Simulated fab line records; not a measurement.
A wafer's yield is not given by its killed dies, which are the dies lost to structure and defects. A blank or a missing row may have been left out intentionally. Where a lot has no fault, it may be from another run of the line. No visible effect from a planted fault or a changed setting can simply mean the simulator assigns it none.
Code-filled problem report in 8D (eight disciplines) form -- flow rit cmos -- the parts of the form that need people (team, actions taken, sign-off) are left out

1. THE ISSUE
Wafers free of any fault read -0.6 nm (standard deviation 1.8) for PLDD_OVL at RIT_PLDD_OVL_MEAS_06, against a mean of 239.0 nm on 9 wafers of 3 lots. That is +99 or more standard deviations from the usual mean.
First seen on wafer L733.2, day 5 20:16, on overlay-02. The record holds 45 wafers of 15 lots with a number at this step. Rule for "out" (also "out of limits"): further than 4 standard deviations from the usual mean. The rest of the wafers with a number are treated as sound.

2. WHAT IT IS, WHAT IT ISN'T
question,is,is not
which readings at this step,PLDD_OVL,-
which lots,"L733, L735, L739","L719, L720, L721, L722, L723, L724, L726, L727, L728, L729, L730, L731"
which wafers of those lots,all that have a number,-
read on which gauges,overlay-02,overlay-01
when,from day 5 20:16,up to then (36 sound wafers)

3. THE SUSPECTS, EACH WITH WHAT RULES IT OUT
Counting: a tool at a process step up to the reading stays a suspect if it ran every lot that is out and no sound lot after the first of them.
- the gauge at RIT_PLDD_OVL_MEAS_06: kept. All the wafers that are out were read on overlay-02, and no step on other tools shows them out.
- iline stepper-01 at RIT_PLDD_EXPOSE_03 (exposes mask M8, target cd 40900 nm): kept. All lots that are out passed through it, beginning with L733 at day 5 19:52, and no sound lot followed; its final sound lot before that point was L730 at day 5 06:49.
After counting, iline stepper-01 at RIT_PLDD_EXPOSE_03 and overlay-02 at RIT_PLDD_OVL_MEAS_06 remain.

4. THE CAUSE (what the simulator had put in)
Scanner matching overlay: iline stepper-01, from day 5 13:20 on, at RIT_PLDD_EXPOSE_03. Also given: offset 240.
This tool is one of the 2 suspects left after counting.

5. THE CHAIN OF EFFECTS, in route order
One row per reading whose mean, taken over the struck wafers that have a number, lies over 3 standard deviations from the usual. Scope: only readings with a usual standard deviation given in the record; hours: median across lots of the time from each lot's start at the first step in this table that gives one to its start at this step; sigmas: change in usual standard deviations.
hours,step,reading,usual,on struck wafers,change,sigmas
0,RIT_PLDD_OVL_MEAS_06,PLDD_OVL,-0.6 nm,239.0,+239.6,+99 or more

6. WHAT WOULD HAVE CAUGHT IT SOONER
In this record the first reading out of limits at a measuring or inspecting step was taken at day 5 20:16, 7 hours after the fault began at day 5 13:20.
Of the lots that are out (3), L735, L739 began RIT_PLDD_EXPOSE_03 on iline stepper-01 after day 5 20:16. A hold on the tool at that time would have spared those 2.
